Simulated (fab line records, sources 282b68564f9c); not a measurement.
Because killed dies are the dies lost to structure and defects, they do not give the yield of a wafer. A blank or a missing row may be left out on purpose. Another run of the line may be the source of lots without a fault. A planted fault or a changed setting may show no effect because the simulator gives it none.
fab line records + flow ritCmos
[record]
- lots = 6
- wafers = 18
- lastDay = 7
route steps=202 shown NRETRO@60 PRETRO@64 GATE@75 M1@202
lots untouched by any fault: they come from a run of this same line in which no faults occurred
startH: the number of hours between the record's first day and the start of the first shown wafer of the lot + waitH: hours since the lot's step before + " identical to the entry in the row above + L1.1+2: a single row standing in for several wafers + - no value, or no start given + * or withheld: withheld + < > ~ a bound
route shown NAME@n: NAME is a module with steps in the file, n the number in the route of the first one + usual: mean/standard deviation taken from wafers without a fault + same: alike in all rows + chamber/n: place in a boat + sites: each site's reading + _std_site: standard deviation of those values + _edge_site: the outer-site mean with the inner-site mean subtracted + radiusMm: how far each site lies from the wafer's centre + mask NAME#n: copy n + behind: the most recent tool/chamber to have shaped the wafer + hold: what put the lot on hold/how long, in hours/how the hold closed + device: whichever transistor did not switch (one of n, p or np) + end of line: tests of these same wafers at the route's end + for a step that has no rows: nothing shown but its recipe + killed: the dies lost at the first sort to structure and to defects; this is not the yield of the wafer + map: a wafer's dies, marking killed ones x, the rest . and places with no die _
set.NAME: the setting the step ran with; set.NAME@STEP: the setting that earlier step ran with + model.NAME: the simulator's own value behind a step, which no gauge read
lots at some steps of the route; a table a step, a row a wafer
services: from which hour (startH, from the record's first day; less than 0 if before it) a tool's chamber was out of use, for how many hours, and why
[[steps]]
[step RIT_NRETRO_HARDBAKE_07]
[recipe]
- resist = NOVOLAK
- tempC = 140
- timeS = 120
[step RIT_NRETRO_IMPLANT_08]
[recipe]
- species = P
- energyKev = 70
- doseCm2 = 1e+13
- tiltDeg = 7
[step RIT_NRETRO_STRIP_09]
[recipe]
- chemistry = O2
- timeS = 180
- resist = NOVOLAK
- platenTempC = withheld
- powerW = 500
- pressureMtorr = 4000
- o2FlowSccm = 4000
[usual]
- drypumpMotorCurrentA = 6.0/0.32
- rfReflPowerW = 7.6/1.3
| lot.wafer | tool           | chamber | startH | waitH | drypumpMotorCurrentA | rfHoursCounterH | rfReflPowerW |
|-----------|----------------|---------|--------|-------|----------------------|-----------------|--------------|
| L291.1    | plasmaAsher-04 | 0       | 31.19  | 0.1   | 6.3                  | 40              | 6.9          |
| L291.4    | "              | 0       | "      | "     | 6.3                  | -               | 6.9          |
| L291.5    | "              | 0       | "      | "     | 6.3                  | -               | 6.8          |
| L301.2    | plasmaAsher-04 | 0       | 80.13  | 0.1   | 6.2                  | 46              | 7.1          |
| L301.4    | "              | 1       | "      | "     | 6.1                  | -               | 8.3          |
| L301.5    | "              | 0       | "      | "     | 6.2                  | -               | 7.1          |
| L302.3    | plasmaAsher-01 | 1       | 84.79  | 0.1   | 5.4                  | -               | 7.1          |
| L302.4    | "              | 0       | "      | "     | 6.1                  | -               | 6.8          |
| L302.5    | "              | 1       | "      | "     | 5.4                  | -               | 6.8          |
| L304.1    | plasmaAsher-04 | 1       | 95.14  | 0.1   | 6.1                  | 48              | 8.3          |
| L304.4    | "              | 0       | "      | "     | 6.2                  | -               | 6.8          |
| L304.6    | "              | 1       | "      | "     | 6.1                  | -               | 8.2          |
| L308.3    | plasmaAsher-03 | 1       | 114.79 | 0.1   | 5.5                  | -               | 6.2          |
| L308.5    | "              | 1       | "      | "     | 5.5                  | -               | 5.9          |
| L308.6    | "              | 0       | "      | "     | 6.3                  | -               | 9.9          |
| L313.2    | plasmaAsher-04 | 0       | 140.21 | 0.1   | 6.2                  | 54              | 7.0          |
| L313.4    | "              | 1       | "      | "     | 6.1                  | -               | 8.1          |
| L313.5    | "              | 1       | "      | "     | 6.1                  | -               | 8.2          |
[step RIT_NRETRO_TW_MEAS_10]
[usual]
- NRETRO_TW = 1053/4.2
| lot.wafer | tool         | chamber | startH | waitH | NRETRO_TW |
|-----------|--------------|---------|--------|-------|-----------|
| L291.1    | filmMetro-04 | -       | 31.37  | 0.1   | 1053      |
| L291.4    | "            | -       | "      | "     | 1054      |
| L291.5    | "            | -       | "      | "     | 1050      |
| L301.2    | filmMetro-03 | -       | 80.31  | 0.1   | 1047      |
| L301.4    | "            | -       | "      | "     | 1049      |
| L301.5    | "            | -       | "      | "     | 1050      |
| L302.3    | filmMetro-04 | -       | 84.93  | 0.1   | 1050      |
| L302.4    | "            | -       | "      | "     | 1052      |
| L302.5    | "            | -       | "      | "     | 1048      |
| L304.1    | filmMetro-02 | -       | 95.31  | 0.1   | 1053      |
| L304.4    | "            | -       | "      | "     | 1053      |
| L304.6    | "            | -       | "      | "     | 1049      |
| L308.3    | filmMetro-03 | -       | 114.93 | 0.1   | 1047      |
| L308.5    | "            | -       | "      | "     | 1046      |
| L308.6    | "            | -       | "      | "     | 1045      |
| L313.2    | filmMetro-02 | -       | 140.39 | 0.1   | 1049      |
| L313.4    | "            | -       | "      | "     | 1051      |
| L313.5    | "            | -       | "      | "     | 1052      |
[step RIT_PRETRO_HMDS_00]
[recipe]
- primeTimeS = 60
- primeTempC = 140
[step RIT_PRETRO_COAT_01]
[recipe]
- resist = NOVOLAK
- spinRpm = 2000
- resistThkNm = 1300
[step RIT_PRETRO_SOFTBAKE_02]
[recipe]
- resist = NOVOLAK
- tempC = 90
- timeS = 60
[step RIT_PRETRO_EXPOSE_03]
[recipe]
- maskId = M5
- na = 0.57
- targetCdNm = 43700
- doseMj = 250
[step RIT_PRETRO_PEB_04]
[recipe]
- resist = NOVOLAK
- tempC = withheld
- timeS = withheld
[step RIT_PRETRO_DEVELOP_05]
[recipe]
- resist = NOVOLAK
- developTimeS = 68
- devTempC = 23
[step RIT_PRETRO_OVL_MEAS_06]
[usual]
- PRETRO_OVL = 0.1/1.3
| lot.wafer | tool       | chamber | startH | waitH | PRETRO_OVL[nm] |
|-----------|------------|---------|--------|-------|----------------|
| L291.1    | overlay-02 | -       | 32.31  | -     | -0.1           |
| L291.4    | "          | -       | "      | "     | 1.5            |
| L291.5    | "          | -       | "      | "     | -0.3           |
| L301.2    | overlay-02 | -       | 81.25  | -     | -0.7           |
| L301.4    | "          | -       | "      | "     | -1.4           |
| L301.5    | "          | -       | "      | "     | -0.1           |
| L302.3    | overlay-01 | -       | 85.86  | -     | 0.5            |
| L302.4    | "          | -       | "      | "     | -0.7           |
| L302.5    | "          | -       | "      | "     | -0.8           |
| L304.1    | overlay-02 | -       | 96.25  | -     | 0.4            |
| L304.4    | "          | -       | "      | "     | -1.1           |
| L304.6    | "          | -       | "      | "     | -1.8           |
| L308.3    | overlay-02 | -       | 115.98 | -     | -0.4           |
| L308.5    | "          | -       | "      | "     | -1.9           |
| L308.6    | "          | -       | "      | "     | -0.9           |
| L313.2    | overlay-02 | -       | 141.39 | -     | -1.6           |
| L313.4    | "          | -       | "      | "     | -2.2           |
| L313.5    | "          | -       | "      | "     | -2.1           |
[step RIT_PRETRO_HARDBAKE_07]
[recipe]
- resist = NOVOLAK
- tempC = 140
- timeS = 120
[step RIT_PRETRO_IMPLANT_08]
[recipe]
- species = B
- energyKev = 45
- doseCm2 = 1.2e+13
- tiltDeg = 7
[usual]
- beamOnS = 10.00/0.19
- doseIonsCm2 = 1.2e+13/1.3e+10
- faradayCurrentUA = 38.1/0.69
| lot.wafer | tool         | chamber | startH | waitH | beamOnS | doseIonsCm2 | faradayCurrentUA |
|-----------|--------------|---------|--------|-------|---------|-------------|------------------|
| L291.1    | implanter-01 | 0       | 32.60  | 0.2   | 10.20   | 1.1998e+13  | 37.4             |
| L291.4    | "            | 0       | "      | "     | 10.05   | 1.2001e+13  | 37.9             |
| L291.5    | "            | 0       | "      | "     | 10.04   | 1.1996e+13  | 37.8             |
| L301.2    | implanter-02 | 0       | 81.55  | 0.2   | 9.58    | 1.2011e+13  | 39.8             |
| L301.4    | "            | 0       | "      | "     | 10.34   | 1.2004e+13  | 36.7             |
| L301.5    | "            | 0       | "      | "     | 10.02   | 1.2016e+13  | 38.1             |
| L302.3    | implanter-02 | 0       | 86.18  | 0.2   | 10.08   | 6.625e+12   | 20.8             |
| L302.4    | "            | 0       | "      | "     | 10.14   | 6.61e+12    | 20.7             |
| L302.5    | "            | 0       | "      | "     | 9.97    | 6.616e+12   | 21.1             |
| L304.1    | implanter-02 | 0       | 96.54  | 0.2   | 10.39   | 6.588e+12   | 20.2             |
| L304.4    | "            | 0       | "      | "     | 9.94    | 6.609e+12   | 21.1             |
| L304.6    | "            | 0       | "      | "     | 10.18   | 6.603e+12   | 20.6             |
| L308.3    | implanter-03 | 0       | 116.31 | 0.2   | 9.95    | 1.2004e+13  | 38.3             |
| L308.5    | "            | 0       | "      | "     | 9.98    | 1.2015e+13  | 38.0             |
| L308.6    | "            | 0       | "      | "     | 9.99    | 1.1994e+13  | 38.2             |
| L313.2    | implanter-03 | 0       | 141.70 | 0.2   | 10.07   | 1.1979e+13  | 37.9             |
| L313.4    | "            | 0       | "      | "     | 9.34    | 1.2005e+13  | 40.4             |
| L313.5    | "            | 0       | "      | "     | 10.32   | 1.199e+13   | 36.9             |
[step RIT_PRETRO_STRIP_09]
[recipe]
- chemistry = O2
- timeS = 180
- resist = NOVOLAK
- platenTempC = withheld
- powerW = 500
- pressureMtorr = 4000
- o2FlowSccm = 4000
[usual]
- drypumpMotorCurrentA = 5.7/0.42
- rfReflPowerW = 7.8/1.6
| lot.wafer | tool           | chamber | startH | waitH | drypumpMotorCurrentA | rfHoursCounterH | rfReflPowerW |
|-----------|----------------|---------|--------|-------|----------------------|-----------------|--------------|
| L291.1    | plasmaAsher-02 | 0       | 32.75  | 0.1   | 5.2                  | 38              | 6.3          |
| L291.4    | "              | 0       | "      | "     | 5.2                  | -               | 6.1          |
| L291.5    | "              | 0       | "      | "     | 5.2                  | -               | 6.3          |
| L301.2    | plasmaAsher-02 | 0       | 81.68  | 0.1   | 5.2                  | 44              | 6.4          |
| L301.4    | "              | 1       | "      | "     | 5.5                  | -               | 8.9          |
| L301.5    | "              | 1       | "      | "     | 5.5                  | -               | 8.9          |
| L302.3    | plasmaAsher-02 | 1       | 86.34  | 0.1   | 5.5                  | -               | 8.9          |
| L302.4    | "              | 0       | "      | "     | 5.2                  | -               | 6.1          |
| L302.5    | "              | 0       | "      | "     | 5.2                  | -               | 6.1          |
| L304.1    | plasmaAsher-03 | 1       | 96.69  | 0.1   | 5.6                  | 33              | 6.2          |
| L304.4    | "              | 1       | "      | "     | 5.5                  | -               | 6.3          |
| L304.6    | "              | 1       | "      | "     | 5.5                  | -               | 6.1          |
| L308.3    | plasmaAsher-03 | 1       | 116.47 | 0.1   | 5.5                  | -               | 6.1          |
| L308.5    | "              | 1       | "      | "     | 5.5                  | -               | 6.3          |
| L308.6    | "              | 0       | "      | "     | 6.3                  | -               | 9.9          |
| L313.2    | plasmaAsher-02 | 0       | 141.82 | 0.1   | 5.2                  | 3               | 6.6          |
| L313.4    | "              | 1       | "      | "     | 5.5                  | -               | 8.6          |
| L313.5    | "              | 1       | "      | "     | 5.5                  | -               | 8.7          |
[step RIT_PRETRO_TW_MEAS_10]
[usual]
- PRETRO_TW = 473.4/3
| lot.wafer | tool         | chamber | startH | waitH | PRETRO_TW |
|-----------|--------------|---------|--------|-------|-----------|
| L291.1    | filmMetro-01 | -       | 32.92  | 0.1   | 472.7     |
| L291.4    | "            | -       | "      | "     | 472.0     |
| L291.5    | "            | -       | "      | "     | 471.3     |
| L301.2    | filmMetro-04 | -       | 81.86  | 0.1   | 477.1     |
| L301.4    | "            | -       | "      | "     | 474.6     |
| L301.5    | "            | -       | "      | "     | 473.8     |
| L302.3    | filmMetro-01 | -       | 86.48  | 0.1   | 391.8     |
| L302.4    | "            | -       | "      | "     | 391.3     |
| L302.5    | "            | -       | "      | "     | 393.4     |
| L304.1    | filmMetro-01 | -       | 96.86  | 0.1   | 392.3     |
| L304.4    | "            | -       | "      | "     | 394.2     |
| L304.6    | "            | -       | "      | "     | 394.1     |
| L308.3    | filmMetro-02 | -       | 116.60 | 0.1   | 476.4     |
| L308.5    | "            | -       | "      | "     | 472.5     |
| L308.6    | "            | -       | "      | "     | 471.2     |
| L313.2    | filmMetro-04 | -       | 142.01 | 0.1   | 475.8     |
| L313.4    | "            | -       | "      | "     | 477.2     |
| L313.5    | "            | -       | "      | "     | 475.0     |
[step RIT_GATE_WET_ETCH_00]
[recipe]
- chemistry = BOE
- target = SiO2
- targetDepthNm = 56
- timeS = 60
- dry = n2Spin
- dilution = 10:1
- tempC = 21.5
[step RIT_M1_PROBE_99]
[usual]
- killedAtFrontEnd = 7/3.1
- killedDies = 7/3.1
- killedOpen = 3.4/2.1
- killedShort = 3.5/2
[same]
- grossDies = 264
- killed_at_M0_to_M3 = 0
- killed_at_M4_up = 0
- killedAtBackSide = 0
- killedAtContacts = 0
- killedAtOther = 0
| lot.wafer | tool      | chamber | startH | waitH | killedAtFrontEnd | killedDies | killedOpen | killedShort | model.etest.nmos_0p3.rOnOhmUm | model.etest.nmos_0p15.rOnOhmUm | model.etest.nmosTurned.driveUaUm | model.etest.nmos_0p15.driveUaUm | model.etest.nmos_0p3.driveUaUm | model.etest.nmosNarrow.driveUaUm | model.etest.nmos_0p15.offLog10AUm | model.etest.retroEdgeNmos.offLog10AUm |
|-----------|-----------|---------|--------|-------|------------------|------------|------------|-------------|-------------------------------|--------------------------------|----------------------------------|---------------------------------|--------------------------------|----------------------------------|-----------------------------------|---------------------------------------|
| L291.1    | prober-02 | -       | 58.67  | 0.1   | 5                | 5          | 2          | 3           | 2128                          | 1139                           | 314.6                            | 465.1                           | 230.8                          | 226.8                            | -10.31                            | -10.26                                |
| L291.4    | prober-02 | -       | 58.82  | 0.2   | 6                | 6          | 0          | 6           | 2132                          | 1132                           | 309                              | 465.3                           | 230.2                          | 227.4                            | -10.1                             | -10.01                                |
| L291.5    | prober-02 | -       | 58.87  | 0.2   | 6                | 6          | 2          | 4           | 2149                          | 1146                           | 302                              | 458.2                           | 226.2                          | 221.6                            | -10.33                            | -10.17                                |
| L301.2    | prober-02 | -       | 107.14 | 0.1   | 9                | 9          | 4          | 5           | 2179                          | 1134                           | 341                              | 468.7                           | 221.3                          | 227.8                            | -10.2                             | -9.873                                |
| L301.4    | prober-02 | -       | 107.24 | 0.2   | 5                | 5          | 4          | 1           | 2180                          | 1088                           | 338.4                            | 466.9                           | 216.3                          | 220.1                            | -10.06                            | -9.933                                |
| L301.5    | prober-02 | -       | 107.29 | 0.2   | 6                | 6          | 5          | 1           | 2128                          | 1086                           | 345.4                            | 482                             | 224.8                          | 231.8                            | -9.938                            | -9.819                                |
| L302.3    | prober-01 | -       | 113.03 | 0.2   | 6                | 6          | 4          | 2           | 2009                          | 1105                           | 392.1                            | 528.8                           | 268.8                          | 267.6                            | -8.504                            | -8.311                                |
| L302.4    | prober-01 | -       | 113.08 | 0.2   | 14               | 14         | 8          | 6           | 1961                          | 1050                           | 394.4                            | 542                             | 268.2                          | 264.1                            | -8.235                            | -8.076                                |
| L302.5    | prober-01 | -       | 113.13 | 0.2   | 12               | 12         | 6          | 6           | 2025                          | 1113                           | 397.2                            | 533.8                           | 270.2                          | 270.1                            | -8.375                            | -8.457                                |
| L304.1    | prober-02 | -       | 123.58 | 0.1   | 3                | 3          | 2          | 1           | 1943                          | 1053                           | 388.3                            | 531.2                           | 274.7                          | 282.5                            | -8.835                            | -8.685                                |
| L304.4    | prober-02 | -       | 123.73 | 0.2   | 4                | 4          | 1          | 3           | 1940                          | 1044                           | 401.7                            | 538.7                           | 275.6                          | 280.1                            | -8.63                             | -8.568                                |
| L304.6    | prober-02 | -       | 123.83 | 0.2   | 6                | 6          | 5          | 1           | 1974                          | 1068                           | 381.7                            | 517.5                           | 268.9                          | 273.4                            | -9.054                            | -8.939                                |
| L308.3    | prober-02 | -       | 142.41 | 0.2   | 12               | 12         | 10         | 2           | 2110                          | 1132                           | 333.7                            | 472.5                           | 232.6                          | 232.2                            | -9.992                            | -9.765                                |
| L308.5    | prober-02 | -       | 142.51 | 0.2   | 11               | 11         | 5          | 6           | 2134                          | 1143                           | 336.2                            | 468.3                           | 232.7                          | 231.5                            | -9.981                            | -9.918                                |
| L308.6    | prober-02 | -       | 142.56 | 0.2   | 7                | 7          | 1          | 6           | 2072                          | 1064                           | 349.7                            | 492.5                           | 235.6                          | 231.8                            | -9.795                            | -9.589                                |
| L313.2    | prober-01 | -       | 166.58 | 0.1   | 4                | 4          | 2          | 2           | 2133                          | 1081                           | 340.5                            | 469.9                           | 225.5                          | 222.1                            | -10.15                            | -10.02                                |
| L313.4    | prober-01 | -       | 166.68 | 0.2   | 6                | 6          | 4          | 2           | 2144                          | 1110                           | 344.4                            | 464.7                           | 225.4                          | 222.3                            | -9.998                            | -9.841                                |
| L313.5    | prober-01 | -       | 166.73 | 0.2   | 10               | 10         | 5          | 5           | 2125                          | 1088                           | 341.3                            | 465.3                           | 220.5                          | 223.3                            | -10.1                             | -9.913                                |
// killed by level:class
L291.1 GATE:geometricParticle:short=2 FOX1:geometricParticle:short=1 REOX:geometricParticle:open=1 SPACER:geometricParticle:open=1
L291.4 GATE:geometricParticle:short=4 FOX1:geometricParticle:short=1 SILICIDE:geometricParticle:short=1
L291.5 GATE:geometricParticle:short=2 SPACER:geometricParticle:open=2 ACTIVE:geometricParticle:short=1 FOX1:geometricParticle:short=1
L301.2 FOX1:geometricParticle:short=2 FOX2:geometricParticle:short=2 FOX1:geometricParticle:open=1 FOX2:geometricParticle:open=1 GATE:geometricParticle:short=1 GATE:geometricParticle:open=1 REOX:geometricParticle:open=1
L301.4 FOX1:geometricParticle:open=2 GATE:geometricParticle:short=1 SILICIDE:geometricParticle:open=1 REOX:geometricParticle:open=1
L301.5 GATE:geometricParticle:open=2 SILICIDE:geometricParticle:open=2 FOX2:geometricParticle:open=1 REOX:geometricParticle:short=1
L302.3 FOX1:geometricParticle:open=2 GATE:geometricParticle:open=2 GATE:geometricParticle:short=1 SILICIDE:geometricParticle:short=1
L302.4 SPACER:geometricParticle:open=3 FOX1:geometricParticle:short=2 GATE:geometricParticle:open=2 REOX:geometricParticle:open=2 SPACER:geometricParticle:short=2 FOX1:geometricParticle:open=1 GATE:geometricParticle:short=1 SILICIDE:geometricParticle:short=1
L302.5 GATE:geometricParticle:short=3 FOX1:geometricParticle:open=2 FOX2:geometricParticle:short=2 GATE:geometricParticle:open=2 FOX1:geometricParticle:short=1 FOX2:geometricParticle:open=1 REOX:geometricParticle:open=1
L304.1 GATE:geometricParticle:open=2 GATE:geometricParticle:short=1
L304.4 FOX1:geometricParticle:short=1 GATE:geometricParticle:open=1 REOX:geometricParticle:short=1 SPACER:geometricParticle:short=1
L304.6 FOX1:geometricParticle:open=2 GATE:geometricParticle:open=2 SPACER:geometricParticle:short=1 SILICIDE:geometricParticle:open=1
L308.3 GATE:geometricParticle:open=4 FOX1:geometricParticle:open=3 SPACER:geometricParticle:open=2 GATE:geometricParticle:short=2 REOX:geometricParticle:open=1
L308.5 GATE:geometricParticle:short=4 SPACER:geometricParticle:open=3 GATE:geometricParticle:open=2 FOX2:geometricParticle:short=1 SPACER:geometricParticle:short=1
L308.6 SPACER:geometricParticle:short=2 FOX1:geometricParticle:short=1 FOX2:geometricParticle:short=1 GATE:geometricParticle:short=1 REOX:geometricParticle:open=1 REOX:geometricParticle:short=1
L313.2 GATE:geometricParticle:short=1 REOX:geometricParticle:open=1 SPACER:geometricParticle:open=1 SILICIDE:geometricParticle:short=1
L313.4 GATE:geometricParticle:open=2 GATE:geometricParticle:short=1 REOX:geometricParticle:short=1 REOX:geometricParticle:open=1 SPACER:geometricParticle:open=1
L313.5 FOX1:geometricParticle:short=2 SPACER:geometricParticle:open=2 ACTIVE:geometricParticle:short=1 FOX1:geometricParticle:open=1 REOX:geometricParticle:open=1 SPACER:geometricParticle:short=1 SILICIDE:geometricParticle:open=1 SILICIDE:geometricParticle:short=1
[[services]]
| tool           | chamber | startH | hours | kind      |
|----------------|---------|--------|-------|-----------|
| implanter-01   | -       | 10.75  | 3.8   | repair    |
| implanter-02   | -       | 12.60  | 2.5   | repair    |
| plasmaAsher-01 | -       | 26.78  | 5.5   | repair    |
| implanter-02   | -       | 43.73  | 0.7   | repair    |
| implanter-03   | -       | 44.16  | 9.5   | repair    |
| plasmaAsher-01 | -       | 46.76  | 12.8  | repair    |
| plasmaAsher-02 | -       | 69.46  | 7.5   | repair    |
| implanter-01   | -       | 77.38  | 49.9  | pm        |
| plasmaAsher-03 | -       | 93.85  | 2.8   | pm        |
| plasmaAsher-02 | -       | 108.75 | 9.0   | pm        |
| plasmaAsher-02 | 0       | 108.75 | 9.0   | ventCycle |
| plasmaAsher-02 | 1       | 108.75 | 9.0   | ventCycle |
| plasmaAsher-02 | 0       | 117.75 | -     | clean     |
| plasmaAsher-02 | 1       | 117.75 | -     | clean     |
| plasmaAsher-01 | -       | 120.14 | 15.6  | pm        |
| implanter-03   | -       | 126.30 | 4.0   | pm        |
[[key]]
[firstSign]
- step = RIT_PRETRO_IMPLANT_08
- reading = doseIonsCm2
- direction = down
- sigmas = 99+
- usual = 1.2e+13
- struck = 6.608e+12
[effect]
- step = RIT_PRETRO_IMPLANT_08
- reading = faradayCurrentUA
- direction = down
- sigmas = 25
- usual = 38.1
- struck = 20.8
[effect]
- step = RIT_PRETRO_TW_MEAS_10
- reading = PRETRO_TW
- direction = down
- sigmas = 27
- usual = 473.4
- struck = 392.8
[modelEffect]
- step = RIT_M1_PROBE_99
- value = etest.nmos_0p3.rOnOhmUm
- without = 2160
- struck = 1975
metAt RIT_PRETRO_IMPLANT_08
struckWafers L302.3,L302.4,L302.5,L304.1,L304.4,L304.6
testerLeftOut L302,L304
onsetBetween 81.55 86.18
[fault]
- kind = processParameterDrift
- tool = implanter-02
- chamber = -
- onsetH = 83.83
- steps = RIT_PRETRO_IMPLANT_08
- channel = doseCm2
- offset = -5.4e+12
- shape = step
- endH = 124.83
- actsIn = theseRecipesOnly
- stated = 1.2e+13
// testerLeftOut: of these lots the tester's yield and bins aren't shown, on N5 and GAA mostly nor the transistor test; their killed dies are dies lost to structure and defects alone, not to doping, threshold or leakage, so they don't give the yield
